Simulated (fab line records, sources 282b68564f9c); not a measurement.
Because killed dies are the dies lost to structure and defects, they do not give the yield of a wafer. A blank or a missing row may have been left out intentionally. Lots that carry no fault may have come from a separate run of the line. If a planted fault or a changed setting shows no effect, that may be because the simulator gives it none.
fab line records	flow rit-cmos
record: lots: 7	wafers: 21	last-day: 7
route steps=202 shown PWELL@49 WELLDRIVE@50 NWELL@51 NRETRO@53 PRETRO@64 M1@202
lots with no fault: from the same line, run without faults
start-h: the number of hours between the record's first day and the start of the first shown wafer of the lot	wait-h: hours elapsed since this lot's preceding step	" unchanged from the row above	L1.1+2: a row that stands for several wafers	- no value, or no start was given	* or withheld: withheld	< > ~ a bound
route shown NAME@n: NAME is a module with steps in the file, n the number in the route of the first one	usual: the fault-free wafers' mean and standard deviation	same: alike in all rows	chamber/n: place in a boat	sites: the reading at each site	_std_site: the values' standard deviation	_edge_site: mean of outer sites minus mean of inner sites	radius-mm: for every site, how far away it sits from the centre of the wafer	mask NAME#n: copy n	behind: the most recent tool/chamber to have shaped the wafer	hold: why the lot went on hold/how many hours it stayed there/how the hold came to an end	device: the transistor (n, p or np) that didn't switch	end of line: the same wafers' tests at the end of the route	a step with no rows: only its recipe	killed: count of dies lost to structure and defects at first sort (not the wafer's yield)	map: a wafer's dies, x killed, . not, _ none there
set.NAME: setting as actually run; set.NAME@STEP: the setting as run at that earlier step	model.NAME: the simulator's own value behind a step, which no gauge read
certain route steps with their lots: each step a table, each wafer a row
services: the hour from which a tool's chamber was out of use, counted from the record's first day as start-h (under 0 if before that day), plus the number of hours and why
== steps ==
step: RIT_PWELL_TW_MEAS_10
usual: PWELL_TW: 943/16
lot.wafer	tool	chamber	start-h	wait-h	PWELL_TW
L187.2	film-metro-04	-	28.21	0.1	933
L187.4	"	-	"	"	925
L187.6	"	-	"	"	931
L190.1	film-metro-02	-	43.69	0.1	949
L190.3	"	-	"	"	953
L190.4	"	-	"	"	952
L197.1	film-metro-04	-	80.16	0.1	933
L197.2	"	-	"	"	931
L197.6	"	-	"	"	935
L198.3	film-metro-04	-	85.28	0.1	929
L198.5	"	-	"	"	932
L198.6	"	-	"	"	933
L199.2	film-metro-03	-	89.54	0.1	964
L199.4	"	-	"	"	962
L199.6	"	-	"	"	964
L202.1	film-metro-02	-	105.92	0.1	957
L202.3	"	-	"	"	958
L202.4	"	-	"	"	964
L203.1	film-metro-03	-	116.92	0.1	962
L203.4	"	-	"	"	957
L203.6	"	-	"	"	961
step: RIT_WELLDRIVE_ANNEAL_00
recipe: temp-c: 1100	time-s: 14700	ambient: N2
step: RIT_WELLDRIVE_RS_MEAS_01
recipe: thk-meas-gauge: four-point-probe
usual: NWELL_RS: 275.2/0.69
lot.wafer	tool	chamber	start-h	wait-h	NWELL_RS[ohm/sq]
L187.2	film-metro-04	-	33.47	0.0	275.5
L187.4	"	-	"	"	275.3
L187.6	"	-	"	"	274.7
L190.1	film-metro-04	-	51.04	0.0	274.2
L190.3	"	-	"	"	274.3
L190.4	"	-	"	"	275.3
L197.1	film-metro-02	-	86.71	0.0	274.5
L197.2	"	-	"	"	275.9
L197.6	"	-	"	"	274.8
L198.3	film-metro-04	-	92.65	0.0	275.8
L198.5	"	-	"	"	275.3
L198.6	"	-	"	"	276.5
L199.2	film-metro-04	-	97.71	0.0	274.4
L199.4	"	-	"	"	275.0
L199.6	"	-	"	"	274.5
L202.1	film-metro-03	-	113.42	0.0	274.2
L202.3	"	-	"	"	273.2
L202.4	"	-	"	"	274.1
L203.1	film-metro-04	-	122.62	0.0	275.5
L203.4	"	-	"	"	275.5
L203.6	"	-	"	"	275.0
step: RIT_WELLDRIVE_RS_MEAS_02
recipe: thk-meas-gauge: four-point-probe
usual: PWELL_RS: 428.9/1.2
lot.wafer	tool	chamber	start-h	wait-h	PWELL_RS[ohm/sq]
L187.2	film-metro-04	-	33.59	0.1	428.0
L187.4	"	-	"	"	427.5
L187.6	"	-	"	"	427.2
L190.1	film-metro-04	-	51.16	0.1	426.1
L190.3	"	-	"	"	426.9
L190.4	"	-	"	"	427.7
L197.1	film-metro-02	-	86.83	0.1	429.8
L197.2	"	-	"	"	430.9
L197.6	"	-	"	"	431.2
L198.3	film-metro-04	-	92.77	0.1	429.0
L198.5	"	-	"	"	428.8
L198.6	"	-	"	"	428.7
L199.2	film-metro-04	-	97.83	0.1	429.9
L199.4	"	-	"	"	430.4
L199.6	"	-	"	"	429.3
L202.1	film-metro-03	-	113.54	0.1	429.8
L202.3	"	-	"	"	430.3
L202.4	"	-	"	"	430.0
L203.1	film-metro-04	-	122.74	0.1	427.6
L203.4	"	-	"	"	428.6
L203.6	"	-	"	"	426.8
step: RIT_NRETRO_HMDS_00
recipe: prime-time-s: 60	prime-temp-c: 140
step: RIT_NRETRO_COAT_01
recipe: resist: NOVOLAK	spin-rpm: 2000	resist-thk-nm: 1300
step: RIT_NRETRO_SOFTBAKE_02
recipe: resist: NOVOLAK	temp-c: 90	time-s: 60
step: RIT_NRETRO_EXPOSE_03
recipe: mask-id: M4	na: 0.57	target-cd-nm: 43900	dose-mj: 250
step: RIT_NRETRO_PEB_04
recipe: resist: NOVOLAK	temp-c: withheld	time-s: withheld
step: RIT_NRETRO_DEVELOP_05
recipe: resist: NOVOLAK	develop-time-s: 68	dev-temp-c: 23
step: RIT_NRETRO_OVL_MEAS_06
usual: NRETRO_OVL: 0.9/1.4
lot.wafer	tool	chamber	start-h	wait-h	NRETRO_OVL[nm]
L187.2	overlay-02	-	34.58	-	0.2
L187.4	"	-	"	"	-1.0
L187.6	"	-	"	"	-0.3
L190.1	overlay-02	-	52.29	-	2.0
L190.3	"	-	"	"	4.1
L190.4	"	-	"	"	2.5
L197.1	overlay-02	-	87.96	-	0.5
L197.2	"	-	"	"	1.2
L197.6	"	-	"	"	-0.1
L198.3	overlay-02	-	93.87	-	0.8
L198.5	"	-	"	"	-0.2
L198.6	"	-	"	"	0.2
L199.2	overlay-02	-	98.82	-	-0.1
L199.4	"	-	"	"	1.7
L199.6	"	-	"	"	0.1
L202.1	overlay-02	-	114.67	-	0.1
L202.3	"	-	"	"	0.6
L202.4	"	-	"	"	0.8
L203.1	overlay-01	-	123.86	-	1.9
L203.4	"	-	"	"	0.8
L203.6	"	-	"	"	2.8
step: RIT_NRETRO_HARDBAKE_07
recipe: resist: NOVOLAK	temp-c: 140	time-s: 120
step: RIT_NRETRO_IMPLANT_08
recipe: species: P	energy-kev: 70	dose-cm2: 1e+13	tilt-deg: 7
usual: beam-energy-keV: 69.997/0.02	beam-on-s: 9.99/0.21	faraday-current-uA: 31.7/0.67
lot.wafer	tool	chamber	start-h	wait-h	beam-energy-keV	beam-on-s	faraday-current-uA	model.implant.rp-nm	model.implant.drp-nm
L187.2	implanter-02	0	34.88	0.2	70.029	9.80	32.3	83.48	33.94
L187.4	"	0	"	"	69.981	9.97	31.8	83.48	33.94
L187.6	"	0	"	"	69.988	9.96	32.1	83.48	33.94
L190.1	implanter-03	0	52.57	0.2	70.000	10.14	31.3	84.88	33.94
L190.3	"	0	"	"	69.989	10.01	31.7	84.88	33.94
L190.4	"	0	"	"	70.002	10.07	31.6	84.88	33.94
L197.1	implanter-03	0	88.25	0.2	83.231	10.08	31.5	101.6	39.19
L197.2	"	0	"	"	83.240	9.97	31.7	101.6	39.19
L197.6	"	0	"	"	83.254	9.83	32.3	101.6	39.19
L198.3	implanter-03	0	94.19	0.2	83.277	9.90	32.1	102.2	39.19
L198.5	"	0	"	"	83.279	9.94	31.9	102.2	39.19
L198.6	"	0	"	"	83.304	10.15	31.0	102.2	39.19
L199.2	implanter-03	0	99.12	0.2	83.301	9.78	32.2	102.1	39.19
L199.4	"	0	"	"	83.260	10.22	30.9	102.1	39.19
L199.6	"	0	"	"	83.264	9.78	32.6	102.1	39.19
L202.1	implanter-01	0	114.96	0.2	69.997	10.04	31.6	85.44	33.94
L202.3	"	0	"	"	69.980	9.55	33.2	85.44	33.94
L202.4	"	0	"	"	69.995	9.83	32.3	85.44	33.94
L203.1	implanter-01	0	124.15	0.2	69.990	9.90	32.0	86.46	33.94
L203.4	"	0	"	"	70.004	9.87	31.9	86.46	33.94
L203.6	"	0	"	"	70.051	9.85	32.1	86.46	33.94
step: RIT_NRETRO_STRIP_09
recipe: chemistry: O2	time-s: 180	resist: NOVOLAK	platen-temp-c: withheld	power-w: 500	pressure-mtorr: 4000	o2-flow-sccm: 4000
usual: drypump-motor-current-A: 5.8/0.54
same: time-s: 180
lot.wafer	tool	chamber	start-h	wait-h	drypump-motor-current-A	rf-hours-counter-h
L187.2	plasma-asher-01	1	35.01	0.1	5.9	38
L187.4	"	1	"	"	5.9	-
L187.6	"	1	"	"	6.0	-
L190.1	plasma-asher-02	0	52.72	0.1	6.6	42
L190.3	"	1	"	"	5.5	-
L190.4	"	0	"	"	6.6	-
L197.1	plasma-asher-02	0	88.40	0.1	6.6	46
L197.2	"	1	"	"	5.5	46
L197.6	"	1	"	"	5.5	-
L198.3	plasma-asher-01	1	94.35	0.1	6.0	-
L198.5	"	0	"	"	5.4	-
L198.6	"	1	"	"	6.0	-
L199.2	plasma-asher-03	1	99.25	0.1	5.0	31
L199.4	"	0	"	"	6.3	-
L199.6	"	1	"	"	5.0	-
L202.1	plasma-asher-02	0	115.19	0.2	6.6	47
L202.3	"	1	"	"	5.5	-
L202.4	"	0	"	"	6.6	-
L203.1	plasma-asher-01	0	124.30	0.1	5.4	1
L203.4	"	1	"	"	5.9	-
L203.6	"	1	"	"	6.0	-
step: RIT_NRETRO_TW_MEAS_10
usual: NRETRO_TW: 1059/6.2
lot.wafer	tool	chamber	start-h	wait-h	NRETRO_TW
L187.2	film-metro-02	-	35.19	0.1	1060
L187.4	"	-	"	"	1049
L187.6	"	-	"	"	1048
L190.1	film-metro-03	-	52.90	0.1	1054
L190.3	"	-	"	"	1057
L190.4	"	-	"	"	1055
L197.1	film-metro-03	-	88.57	0.1	1111
L197.2	"	-	"	"	1112
L197.6	"	-	"	"	1113
L198.3	film-metro-03	-	94.48	0.1	1111
L198.5	"	-	"	"	1111
L198.6	"	-	"	"	1115
L199.2	film-metro-01	-	99.43	0.1	1098
L199.4	"	-	"	"	1097
L199.6	"	-	"	"	1102
L202.1	film-metro-02	-	115.37	0.1	1063
L202.3	"	-	"	"	1055
L202.4	"	-	"	"	1070
L203.1	film-metro-02	-	124.47	0.1	1055
L203.4	"	-	"	"	1059
L203.6	"	-	"	"	1056
step: RIT_PRETRO_HMDS_00
recipe: prime-time-s: 60	prime-temp-c: 140
step: RIT_M1_PROBE_99
usual: killed-at-contacts: 0.1/0.24	killed-at-front-end: 7/3.1	killed-dies: 7/3.1	killed-open: 3.3/1.9	killed-short: 3.9/2.1
same: gross-dies: 264	killed_at_M0_to_M3: 0	killed_at_M4_up: 0	killed-at-back-side: 0	killed-at-other: 0
lot.wafer	tool	chamber	start-h	wait-h	killed-at-contacts	killed-at-front-end	killed-dies	killed-open	killed-short	model.etest.pmos-narrow.off-log10-a-um	model.etest.pmos_0p3.off-log10-a-um	model.etest.cap-p-gate.c-min-ff-um2	model.etest.diode-pplus-comb.cj-ff-um2	model.etest.pmos_0p15.vt-long-v	model.etest.pmos-narrow.vt-v	model.etest.pmos_0p3.vt-v	model.etest.pmos_0p3.vt-sat-v
L187.2	prober-02	-	63.40	0.1	0	5	5	2	2	-12.69	-12.8	2.322	1.966	-0.5785	-0.4945	-0.5166	-0.4925
L187.4	prober-02	-	63.50	0.2	0	4	4	2	2	-12.83	-13.1	2.309	1.977	-0.5853	-0.4996	-0.5188	-0.4939
L187.6	prober-02	-	63.60	0.2	0	8	8	4	4	-12.83	-12.72	2.329	1.98	-0.5685	-0.4855	-0.5063	-0.4839
L190.1	prober-01	-	85.39	0.1	0	4	4	2	2	-13.03	-12.96	2.323	2.046	-0.5889	-0.5035	-0.5257	-0.5019
L190.3	prober-01	-	85.49	0.2	0	1	1	0	1	-12.85	-13.02	2.328	2.021	-0.5771	-0.493	-0.5127	-0.4895
L190.4	prober-01	-	85.54	0.2	0	10	10	2	8	-12.54	-12.88	2.328	2.021	-0.5658	-0.4829	-0.5042	-0.4804
L197.1	prober-02	-	119.68	0.1	0	5	5	2	3	-12.54	-12.91	2.283	2.092	-0.5562	-0.4752	-0.4998	-0.4764
L197.2	prober-02	-	119.73	0.1	0	4	4	2	2	-12.59	-12.57	2.271	2.095	-0.556	-0.4777	-0.5	-0.4774
L197.6	prober-02	-	119.93	0.2	0	3	3	1	2	-12.65	-12.67	2.278	2.091	-0.5474	-0.4714	-0.4921	-0.4728
L198.3	prober-01	-	122.51	0.2	0	2	2	1	1	-12.4	-12.52	2.272	2.052	-0.5429	-0.4621	-0.4859	-0.4651
L198.5	prober-01	-	122.61	0.2	0	6	6	5	1	-12.5	-12.91	2.262	2.053	-0.5536	-0.4754	-0.4938	-0.4718
L198.6	prober-01	-	122.66	0.2	0	8	8	0	8	-12.45	-12.69	2.274	2.043	-0.5375	-0.4607	-0.4839	-0.4608
L199.2	prober-02	-	128.97	0.1	0	6	6	4	2	-12.74	-12.93	2.238	2.034	-0.566	-0.485	-0.5062	-0.4832
L199.4	prober-02	-	129.07	0.2	0	7	7	6	1	-12.69	-12.74	2.256	2.033	-0.5657	-0.4841	-0.5043	-0.4786
L199.6	prober-02	-	129.17	0.2	0	6	6	3	3	-12.73	-12.69	2.253	2.022	-0.5623	-0.4828	-0.5018	-0.4801
L202.1	prober-01	-	152.20	0.1	0	5	5	1	4	-12.94	-12.88	2.321	1.994	-0.5796	-0.5013	-0.5219	-0.5007
L202.3	prober-01	-	152.30	0.2	0	9	9	4	5	-12.92	-13.08	2.319	1.994	-0.5847	-0.5035	-0.5249	-0.4997
L202.4	prober-01	-	152.35	0.2	0	7	7	2	5	-13.05	-13.1	2.319	1.985	-0.5906	-0.5085	-0.5275	-0.5054
L203.1	prober-01	-	166.80	0.1	0	12	12	8	4	-12.74	-12.89	2.327	2.052	-0.5669	-0.4851	-0.5056	-0.4819
L203.4	prober-01	-	166.95	0.2	1	4	5	2	3	-12.61	-12.98	2.309	2.043	-0.5772	-0.4903	-0.5132	-0.4916
L203.6	prober-01	-	167.05	0.2	0	8	8	5	3	-12.77	-12.9	2.308	2.042	-0.5739	-0.4906	-0.5089	-0.4854
killed by level:class
L187.2 GATE:geometric-particle:short=2 GATE:geometric-particle:open=1 SPACER:geometric-particle:open=1 PWELL:coat-microbubble-printed=1
L187.4 GATE:geometric-particle:short=2 GATE:geometric-particle:open=1 SPACER:geometric-particle:open=1
L187.6 GATE:geometric-particle:open=2 REOX:geometric-particle:short=2 REOX:geometric-particle:open=1 SPACER:geometric-particle:short=1 SILICIDE:geometric-particle:short=1 SILICIDE:geometric-particle:open=1
L190.1 GATE:geometric-particle:short=1 GATE:geometric-particle:open=1 SILICIDE:geometric-particle:short=1 SILICIDE:geometric-particle:open=1
L190.3 GATE:geometric-particle:short=1
L190.4 GATE:geometric-particle:short=5 FOX2:geometric-particle:short=1 FOX2:geometric-particle:open=1 GATE:geometric-particle:open=1 REOX:geometric-particle:short=1 SPACER:geometric-particle:short=1
L197.1 FOX1:geometric-particle:short=1 FOX2:geometric-particle:open=1 GATE:geometric-particle:short=1 REOX:geometric-particle:open=1 SPACER:geometric-particle:short=1
L197.2 GATE:geometric-particle:short=1 REOX:geometric-particle:open=1 REOX:geometric-particle:short=1 SILICIDE:geometric-particle:open=1
L197.6 REOX:geometric-particle:open=1 SPACER:geometric-particle:short=1 SILICIDE:geometric-particle:short=1
L198.3 GATE:geometric-particle:open=1 SPACER:geometric-particle:short=1
L198.5 REOX:geometric-particle:open=4 GATE:geometric-particle:open=1 REOX:geometric-particle:short=1
L198.6 FOX1:geometric-particle:short=4 SPACER:geometric-particle:short=2 REOX:geometric-particle:short=1 SILICIDE:geometric-particle:short=1
L199.2 GATE:geometric-particle:open=3 FOX1:geometric-particle:open=1 GATE:geometric-particle:short=1 SPACER:geometric-particle:short=1
L199.4 FOX1:geometric-particle:open=3 FOX1:geometric-particle:short=1 GATE:geometric-particle:open=1 SPACER:geometric-particle:open=1 SILICIDE:geometric-particle:open=1
L199.6 GATE:geometric-particle:open=2 GATE:geometric-particle:short=2 FOX1:geometric-particle:open=1 SPACER:geometric-particle:short=1
L202.1 FOX1:geometric-particle:short=2 GATE:geometric-particle:short=1 GATE:geometric-particle:open=1 SILICIDE:geometric-particle:short=1
L202.3 REOX:geometric-particle:open=2 FOX1:geometric-particle:open=1 FOX1:geometric-particle:short=1 GATE:geometric-particle:short=1 GATE:geometric-particle:open=1 REOX:geometric-particle:short=1 SPACER:geometric-particle:short=1 SILICIDE:geometric-particle:short=1
L202.4 FOX1:geometric-particle:short=3 GATE:geometric-particle:short=2 REOX:geometric-particle:open=1 SPACER:geometric-particle:open=1
L203.1 GATE:geometric-particle:open=4 REOX:geometric-particle:short=3 REOX:geometric-particle:open=2 ACTIVE:geometric-particle:short=1 FOX1:geometric-particle:open=1 SILICIDE:geometric-particle:open=1
L203.4 SILICIDE:geometric-particle:short=2 FOX1:geometric-particle:open=1 SPACER:geometric-particle:short=1 CONTACT:geometric-particle:open=1
L203.6 FOX1:geometric-particle:short=2 REOX:geometric-particle:open=2 FOX1:geometric-particle:open=1 GATE:geometric-particle:open=1 SPACER:geometric-particle:open=1 SPACER:geometric-particle:short=1
== services ==
tool	chamber	start-h	hours	kind
plasma-asher-03	-	27.16	14.6	pm
implanter-01	-	31.29	0.7	repair
implanter-01	-	38.64	4.0	pm
plasma-asher-02	-	44.58	1.2	repair
implanter-02	-	88.23	6.2	repair
plasma-asher-02	-	92.16	14.6	pm
plasma-asher-01	-	108.75	9.0	pm
plasma-asher-01	0	108.75	9.0	vent-cycle
plasma-asher-01	1	108.75	9.0	vent-cycle
plasma-asher-03	-	112.93	2.7	repair
implanter-01	-	116.89	1.2	repair
plasma-asher-01	0	117.75	-	clean
plasma-asher-01	1	117.75	-	clean
== key ==
first-sign: step: RIT_NRETRO_IMPLANT_08	reading: beam-energy-keV	direction: up	sigmas: 99+	usual: 69.997	struck: 83.268
effect: step: RIT_NRETRO_TW_MEAS_10	reading: NRETRO_TW	direction: up	sigmas: 7.9	usual: 1059	struck: 1108
model-effect: step: RIT_NRETRO_IMPLANT_08	value: implant.rp-nm	without: 85.22	struck: 101.9
model-effect: step: RIT_M1_PROBE_99	value: etest.pmos-narrow.off-log10-a-um	without: -12.83	struck: -12.59
met-at RIT_NRETRO_IMPLANT_08
struck-wafers L197.1,L197.2,L197.6,L198.3,L198.5,L198.6,L199.2,L199.4,L199.6
tester-left-out L197,L198,L199
onset-between 52.57 88.25
fault: kind: process-parameter-drift	tool: implanter-03	chamber: -	onset-h: 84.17	steps: RIT_NRETRO_IMPLANT_08	channel: energy-kev	offset: 13.284	shape: step	end-h: 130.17	acts-in: these-recipes-only	stated: 70
tester-left-out: of these lots the tester's yield and bins aren't shown, on N5 and GAA mostly nor the transistor test; their killed dies are dies lost to structure and defects alone, not to doping, threshold or leakage, so they don't give the yield
